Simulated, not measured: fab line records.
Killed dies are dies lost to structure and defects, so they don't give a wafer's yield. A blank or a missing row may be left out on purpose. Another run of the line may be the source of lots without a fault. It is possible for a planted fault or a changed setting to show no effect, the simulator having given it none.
fab line records	flow rit-cmos
record: lots: 14	wafers: 42	last-day: 7
route steps=202 shown ACTIVE@14 M1@202
lots that met no fault: from a run of the same line without faults
start-h: hours from the record's first day to the start of the lot's first wafer shown	wait-h: hours since the lot's step before	" repeats the value in the row above	L1.1+2: a row that stands for several wafers	- no value, or no start given	* or withheld: withheld	< > ~ a bound
route shown NAME@n: a module of which the file shows steps, and the number in the route of the first	usual: mean and standard deviation over wafers with no fault	same: alike in all rows	chamber/n: place in a boat	sites: per-site readings	_std_site: their standard deviation	_edge_site: inner sites' mean taken away from outer sites' mean	radius-mm: for every site, how far away it sits from the centre of the wafer	mask NAME#n: copy n	behind: the last tool/chamber to shape the wafer	hold: why the lot went on hold/how many hours it stayed there/how the hold came to an end	device: names the non-switching transistor (n, p or np)	end of line: at the end of the route, the tests of the same wafers	a step given without rows: its recipe and nothing more	killed: dies lost to structure and defects at the first sort, not the wafer's yield	map: dies across one wafer; x = killed, . = not, _ = none there
set.NAME: the setting that was run; set.NAME@STEP: the one run at that earlier step	model.NAME: the simulator's own value behind a step, which no gauge read
a sample of lots followed through the steps of the route, with each step as a table and each wafer as a row
services: the hour from which a tool's chamber was out of use, counted from the record's first day as start-h (under 0 if before that day), plus the number of hours and why
== steps ==
step: RIT_ACTIVE_ETCH_13
recipe: stop-on: SiO2	chemistry: SF6	target: Si3N4	time-s: 210	over-etch-frac: 0.4	SF6_flow_sccm: 200	pressure-mtorr: 260	rf-w: 125	target-depth-a: 2100
usual: drypump-motor-current-A: 5.9/0.46	oes-product-au: 0.821/0.014	throttle-valve-pct: 7.52/0.11
lot.wafer	tool	chamber	start-h	wait-h	drypump-motor-current-A	oes-product-au	rf-hours-counter-h	throttle-valve-pct
L493.2	rie-diel-03	3	16.05	0.1	6.3	0.800	29	7.61
L493.4	"	0	"	"	5.9	0.811	-	7.63
L493.5	"	1	"	"	5.4	0.838	-	7.42
L495.2	rie-diel-03	0	24.71	0.1	5.9	0.817	133	7.63
L495.5	"	0	"	"	6.0	0.813	-	7.60
L495.6	"	3	"	"	6.4	0.796	-	7.59
L496.2	rie-diel-02	3	29.83	0.1	6.4	0.843	54	7.63
L496.5	"	2	"	"	5.9	0.827	-	7.49
L496.6	"	1	"	"	6.5	0.831	-	7.36
L497.3	rie-diel-04	3	35.61	0.1	5.4	0.828	18	7.58
L497.4	"	0	"	"	5.9	0.807	4	7.64
L497.5	"	0	"	"	5.9	0.815	-	7.62
L498.2	rie-diel-04	1	40.14	0.1	5.6	0.813	88	7.49
L498.5	"	0	"	"	5.9	0.814	-	7.63
L498.6	"	3	"	"	5.4	0.820	-	7.57
L499.2	rie-diel-03	1	46.70	0.1	5.4	0.842	157	7.44
L499.5	"	3	"	"	6.4	0.806	-	7.61
L499.6	"	0	"	"	6.0	0.814	-	7.63
L500.1	rie-diel-02	2	50.12	0.1	5.9	0.829	48	7.49
L500.4	"	1	"	"	6.5	0.831	114	7.36
L500.6	"	1	"	"	6.5	0.836	-	7.34
L501.1	rie-diel-02	1	56.41	0.1	6.5	0.850	114	7.35
L501.4	"	1	"	"	6.5	0.845	-	7.35
L501.6	"	2	"	"	6.0	0.832	-	7.49
L503.1	rie-diel-02	3	64.90	0.1	6.4	0.762	55	7.62
L503.5	"	2	"	"	5.9	0.751	-	7.51
L503.6	"	1	"	"	6.5	0.759	-	7.35
L507.3	rie-diel-02	0	84.83	0.1	4.9	0.755	16	7.63
L507.4	"	3	"	"	6.4	0.759	56	7.63
L507.5	"	1	"	"	6.5	0.770	-	7.35
L511.1	rie-diel-04	1	105.22	0.1	5.7	0.815	90	7.49
L511.2	"	2	"	"	5.4	0.798	40	7.48
L511.6	"	3	"	"	5.4	0.812	-	7.59
L512.1	rie-diel-03	2	109.76	0.1	6.4	0.795	39	7.27
L512.2	"	0	"	"	6.0	0.815	134	7.63
L512.5	"	0	"	"	6.0	0.823	-	7.63
L515.2	rie-diel-03	2	125.77	0.1	6.4	0.799	40	7.26
L515.3	"	1	"	"	5.3	0.829	0	7.43
L515.5	"	0	"	"	6.0	0.812	-	7.62
L516.3	rie-diel-04	3	129.84	0.1	5.4	0.810	20	7.58
L516.5	"	2	"	"	5.4	0.789	-	7.47
L516.6	"	3	"	"	5.4	0.816	-	7.58
step: RIT_M1_PROBE_99
usual: killed_at_M0_to_M3: 0.0/0.2	killed-at-contacts: 0.1/0.25	killed-at-front-end: 6/3.1	killed-dies: 6/3.1	killed-on-rim: 1.6/1.4	killed-open: 2.9/2	killed-short: 3.3/2
same: gross-dies: 264	killed_at_M4_up: 0	killed-at-back-side: 0	killed-at-other: 0
lot.wafer	tool	chamber	start-h	wait-h	hold	killed_at_M0_to_M3	killed-at-contacts	killed-at-front-end	killed-dies	killed-on-rim	killed-open	killed-short
L493.2	prober-02	-	57.71	0.1	-	0	0	9	9	3	6	3
L493.4	prober-02	-	57.81	0.2	-	0	0	3	3	0	2	1
L493.5	prober-02	-	57.86	0.2	-	0	0	4	4	2	2	2
L495.2	prober-02	-	73.27	0.1	-	0	0	13	13	2	3	10
L495.5	prober-02	-	73.42	0.2	-	0	0	8	8	3	3	5
L495.6	prober-02	-	73.47	0.2	-	0	0	7	7	1	5	2
L496.2	prober-01	-	79.30	0.1	-	0	0	5	5	2	2	3
L496.5	prober-01	-	79.45	0.2	-	0	0	8	8	0	4	4
L496.6	prober-01	-	79.50	0.2	-	0	0	6	6	1	2	4
L497.3	prober-02	-	82.75	0.2	-	0	0	7	7	2	5	2
L497.4	prober-02	-	82.80	0.2	-	0	0	7	7	0	1	6
L497.5	prober-02	-	82.85	0.2	-	0	0	4	4	0	1	3
L498.2	prober-01	-	86.08	0.1	-	1	1	1	3	0	0	2
L498.5	prober-01	-	86.23	0.2	-	0	0	3	3	0	1	2
L498.6	prober-01	-	86.28	0.2	-	0	0	5	5	1	1	3
L499.2	prober-02	-	95.58	0.1	-	0	0	5	5	2	4	1
L499.5	prober-02	-	95.73	0.2	-	0	0	4	4	1	2	2
L499.6	prober-02	-	95.78	0.2	-	0	0	4	4	0	3	1
L500.1	prober-01	-	100.58	0.1	-	0	0	9	9	4	6	3
L500.4	prober-01	-	100.73	0.2	-	0	1	9	10	4	6	4
L500.6	prober-01	-	100.83	0.2	-	0	0	14	14	2	7	7
L501.1	prober-02	-	103.96	0.1	-	0	0	6	6	3	2	4
L501.4	prober-02	-	104.11	0.2	-	0	0	4	4	0	2	2
L501.6	prober-02	-	104.21	0.2	-	0	0	9	9	1	5	4
L503.1	prober-02	-	112.59	0.1	await-dispo/2.8h/scrap	0	0	264	264	70	0	1
L503.5	prober-02	-	112.79	0.2	await-dispo/2.8h/scrap	0	0	264	264	70	3	4
L503.6	prober-02	-	112.84	0.2	await-dispo/2.8h/scrap	0	0	264	264	70	0	4
L507.3	prober-02	-	133.02	0.2	await-dispo/7.3h/scrap	0	0	264	264	70	2	2
L507.4	prober-02	-	133.07	0.2	await-dispo/7.3h/scrap	0	0	264	264	70	4	9
L507.5	prober-02	-	133.12	0.2	await-dispo/7.3h/scrap	0	0	264	264	70	6	4
L511.1	prober-02	-	148.38	0.1	-	0	0	5	5	1	3	2
L511.2	prober-02	-	148.43	0.1	-	0	0	4	4	0	3	1
L511.6	prober-02	-	148.63	0.2	-	0	0	9	9	3	3	6
L512.1	prober-01	-	158.35	0.1	-	0	0	5	5	0	0	5
L512.2	prober-01	-	158.40	0.1	-	0	0	7	7	3	4	3
L512.5	prober-01	-	158.55	0.2	-	0	0	8	8	1	3	5
L515.2	prober-02	-	169.27	0.1	-	0	0	4	4	2	2	2
L515.3	prober-02	-	169.32	0.2	-	0	0	7	7	2	4	3
L515.5	prober-02	-	169.42	0.2	-	0	0	3	3	1	3	0
L516.3	prober-01	-	176.23	0.2	-	0	0	4	4	2	2	2
L516.5	prober-01	-	176.33	0.2	-	0	0	5	5	2	1	4
L516.6	prober-01	-	176.38	0.2	-	0	0	5	5	2	1	4
killed by level:class
L493.2 GATE:geometric-particle:open=4 GATE:geometric-particle:short=2 FOX1:geometric-particle:open=1 REOX:geometric-particle:short=1 SILICIDE:geometric-particle:open=1
L493.4 REOX:geometric-particle:short=1 REOX:geometric-particle:open=1 SILICIDE:geometric-particle:open=1
L493.5 GATE:geometric-particle:short=2 GATE:geometric-particle:open=1 SILICIDE:geometric-particle:open=1
L495.2 GATE:geometric-particle:short=4 SILICIDE:geometric-particle:short=3 FOX2:geometric-particle:short=2 GATE:geometric-particle:open=2 REOX:geometric-particle:short=1 SPACER:geometric-particle:open=1
L495.5 FOX2:geometric-particle:short=3 FOX2:geometric-particle:open=2 GATE:geometric-particle:short=1 GATE:geometric-particle:open=1 SPACER:geometric-particle:short=1
L495.6 GATE:geometric-particle:open=3 FOX2:geometric-particle:open=2 SPACER:geometric-particle:short=1 SILICIDE:geometric-particle:short=1
L496.2 ACTIVE:geometric-particle:short=1 GATE:geometric-particle:short=1 GATE:geometric-particle:open=1 SPACER:geometric-particle:open=1 SILICIDE:geometric-particle:short=1
L496.5 GATE:geometric-particle:short=3 SPACER:geometric-particle:open=2 SILICIDE:geometric-particle:open=2 SILICIDE:geometric-particle:short=1
L496.6 GATE:geometric-particle:short=2 FOX1:geometric-particle:short=1 GATE:geometric-particle:open=1 SPACER:geometric-particle:short=1 SILICIDE:geometric-particle:open=1
L497.3 GATE:geometric-particle:open=2 FOX2:geometric-particle:short=1 FOX2:geometric-particle:open=1 GATE:geometric-particle:short=1 REOX:geometric-particle:open=1 SPACER:geometric-particle:open=1
L497.4 FOX1:geometric-particle:short=3 FOX1:geometric-particle:open=1 GATE:geometric-particle:short=1 SPACER:geometric-particle:short=1 SILICIDE:geometric-particle:short=1
L497.5 SILICIDE:geometric-particle:short=2 FOX1:geometric-particle:short=1 SILICIDE:geometric-particle:open=1
L498.2 FOX2:geometric-particle:short=1 CONTACT:geometric-particle:short=1 M1:coat-microbubble-printed=1
L498.5 FOX2:geometric-particle:short=1 FOX2:geometric-particle:open=1 GATE:geometric-particle:short=1
L498.6 GATE:geometric-particle:short=3 SILICIDE:geometric-particle:open=1 PSD:coat-microbubble-printed=1
L499.2 FOX1:geometric-particle:open=2 GATE:geometric-particle:open=2 FOX1:geometric-particle:short=1
L499.5 SILICIDE:geometric-particle:open=2 FOX1:geometric-particle:short=1 GATE:geometric-particle:short=1
L499.6 GATE:geometric-particle:open=2 SILICIDE:geometric-particle:short=1 SILICIDE:geometric-particle:open=1
L500.1 REOX:geometric-particle:open=4 FOX1:geometric-particle:open=1 FOX1:geometric-particle:short=1 GATE:geometric-particle:short=1 SPACER:geometric-particle:short=1 SPACER:geometric-particle:open=1
L500.4 FOX1:geometric-particle:open=2 FOX1:geometric-particle:short=2 GATE:geometric-particle:open=2 FOX2:geometric-particle:short=1 SPACER:geometric-particle:short=1 SILICIDE:geometric-particle:open=1 CONTACT:geometric-particle:open=1
L500.6 GATE:geometric-particle:open=6 GATE:geometric-particle:short=3 REOX:geometric-particle:short=2 FOX1:geometric-particle:short=1 REOX:geometric-particle:open=1 SPACER:geometric-particle:short=1
L501.1 SPACER:geometric-particle:short=3 GATE:geometric-particle:open=1 GATE:geometric-particle:short=1 SPACER:geometric-particle:open=1
L501.4 FOX1:geometric-particle:short=1 FOX2:geometric-particle:open=1 REOX:geometric-particle:short=1 SILICIDE:geometric-particle:open=1
L501.6 FOX2:geometric-particle:open=2 REOX:geometric-particle:open=2 FOX1:geometric-particle:short=1 FOX2:geometric-particle:short=1 REOX:geometric-particle:short=1 SPACER:geometric-particle:open=1 SILICIDE:geometric-particle:short=1
L503.1 ACTIVE:area-etch=263 REOX:geometric-particle:short=1
L503.5 ACTIVE:area-etch=257 GATE:geometric-particle:short=2 SILICIDE:geometric-particle:short=2 GATE:geometric-particle:open=1 SPACER:geometric-particle:open=1 SILICIDE:geometric-particle:open=1
L503.6 ACTIVE:area-etch=260 FOX1:geometric-particle:short=2 FOX2:geometric-particle:short=1 REOX:geometric-particle:short=1
L507.3 ACTIVE:area-etch=260 FOX1:geometric-particle:open=1 GATE:geometric-particle:short=1 SPACER:geometric-particle:open=1 SPACER:geometric-particle:short=1
L507.4 ACTIVE:area-etch=251 SPACER:geometric-particle:short=4 SILICIDE:geometric-particle:short=2 FOX1:geometric-particle:short=1 FOX1:geometric-particle:open=1 FOX2:geometric-particle:short=1 FOX2:geometric-particle:open=1 GATE:geometric-particle:open=1
L507.5 ACTIVE:area-etch=254 GATE:geometric-particle:short=2 GATE:geometric-particle:open=2 REOX:geometric-particle:open=2 FOX1:geometric-particle:short=1 REOX:geometric-particle:short=1 SPACER:geometric-particle:open=1 SILICIDE:geometric-particle:open=1
L511.1 GATE:geometric-particle:open=2 FOX2:geometric-particle:short=1 SILICIDE:geometric-particle:open=1 SILICIDE:geometric-particle:short=1
L511.2 FOX1:geometric-particle:short=1 GATE:geometric-particle:open=1 REOX:geometric-particle:open=1 SPACER:geometric-particle:open=1
L511.6 FOX1:geometric-particle:open=2 GATE:geometric-particle:short=2 SPACER:geometric-particle:short=2 FOX2:geometric-particle:short=1 GATE:geometric-particle:open=1 REOX:geometric-particle:short=1
L512.1 GATE:geometric-particle:short=2 REOX:geometric-particle:short=2 FOX2:geometric-particle:short=1
L512.2 FOX1:geometric-particle:open=1 GATE:geometric-particle:short=1 GATE:geometric-particle:open=1 REOX:geometric-particle:open=1 SPACER:geometric-particle:short=1 SILICIDE:geometric-particle:short=1 SILICIDE:geometric-particle:open=1
L512.5 FOX1:geometric-particle:short=2 FOX2:geometric-particle:short=1 GATE:geometric-particle:open=1 GATE:geometric-particle:short=1 REOX:geometric-particle:short=1 SPACER:geometric-particle:open=1 SILICIDE:geometric-particle:open=1
L515.2 GATE:geometric-particle:short=2 GATE:geometric-particle:open=1 SPACER:geometric-particle:open=1
L515.3 GATE:geometric-particle:open=2 SPACER:geometric-particle:open=2 SPACER:geometric-particle:short=2 FOX1:geometric-particle:short=1
L515.5 GATE:geometric-particle:open=2 FOX1:geometric-particle:open=1
L516.3 SPACER:geometric-particle:short=2 FOX1:geometric-particle:open=1 SPACER:geometric-particle:open=1
L516.5 GATE:geometric-particle:short=2 FOX1:geometric-particle:short=1 SILICIDE:geometric-particle:short=1 SILICIDE:geometric-particle:open=1
L516.6 GATE:geometric-particle:short=2 FOX1:geometric-particle:short=1 REOX:geometric-particle:open=1 SPACER:geometric-particle:short=1
== services ==
tool	chamber	start-h	hours	kind
rie-diel-03	2	13.56	6.8	repair
rie-diel-03	-	17.95	2.8	pm
rie-diel-02	0	51.74	13.6	repair
rie-diel-03	1	107.85	-	clean
rie-diel-03	1	107.85	16.0	scheduled-down
rie-diel-03	1	107.85	16.0	vent-cycle
== key ==
first-sign: step: RIT_ACTIVE_ETCH_13	reading: oes-product-au	direction: down	sigmas: 4.4	usual: 0.821	struck: 0.759
effect: step: RIT_M1_PROBE_99	reading: killed-dies	direction: up	sigmas: 84	usual: 6	struck: 264
more-kills-born-at: RIT_ACTIVE_ETCH_13@rie-diel-02: 1545
met-at RIT_ACTIVE_ETCH_13
struck-lots L503,L507
later-rows-left-out L503.1,L503.5,L503.6,L507.3,L507.4,L507.5
tester-left-out L503,L507
onset-between 56.41 64.90
fault: kind: process-parameter-drift	tool: rie-diel-02	chamber: -	onset-h: 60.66	steps: RIT_ACTIVE_ETCH_13	channel: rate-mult	offset: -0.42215	shape: step	end-h: 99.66
tester-left-out: of these lots the tester's yield and bins aren't shown, on N5 and GAA mostly nor the transistor test; their killed dies are dies lost to structure and defects alone, not to doping, threshold or leakage, so they don't give the yield
later-rows-left-out: the simulator's readings of these wafers behind a module that went badly wrong aren't trusted and aren't shown, but for the sort
